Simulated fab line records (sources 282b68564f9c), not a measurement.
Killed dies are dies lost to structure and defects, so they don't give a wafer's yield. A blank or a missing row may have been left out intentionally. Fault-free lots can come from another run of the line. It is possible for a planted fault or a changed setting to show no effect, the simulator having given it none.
Matching of chambers ; flow rit-cmos ; rie-si-02 running RIT_GATE_ETCH_19: 4 sister chambers
The step etches poly-Si in SF6/CHF3/O2, stops on SiO2, time 165 s, target depth 312.5 nm. 4 wafers are shown with their chamber, then 10 later ones without.

WAFERS, EACH WITH ITS CHAMBER
wafer;chamber;throttle-valve-pct (%)
L757.5;1;9.89
L761.1;3;10.41
L763.1;2;10.22
L763.4;0;10.09

WAFERS WHOSE CHAMBER IS MISSING
wafer;throttle-valve-pct (%)
L763.6;9.90
L765.1;9.89
L765.5;9.89
L765.6;10.23
L767.1;9.91
L767.2;10.40
L767.6;10.24
L773.1;10.08
L773.2;10.23
L773.5;10.21

EACH ONE'S CHAMBER
wafer;from the rows above;in truth
L763.6;1;1
L765.1;1;1
L765.5;1;1
L765.6;2;2
L767.1;1;1
L767.2;3;3
L767.6;2;2
L773.1;0;0
L773.2;2;2
L773.5;2;2
10 of 10 placed correctly. Number that these rows cannot place: 0. Wrongly placed: 0.
How it was worked out, from the rows above alone: a wafer's distance from a chamber is the root of the sum, over the readings, of the square of ((its reading less the chamber's mean) divided by the reading's scatter). The wafer belongs to the nearest chamber; if the next one is less than 2 further off, it can't be placed. The mean given for a chamber averages the wafers shown for that chamber. The scatter: with one shown wafer a chamber, the root of the mean of the squares of how far each hidden wafer lies from its nearest shown one.
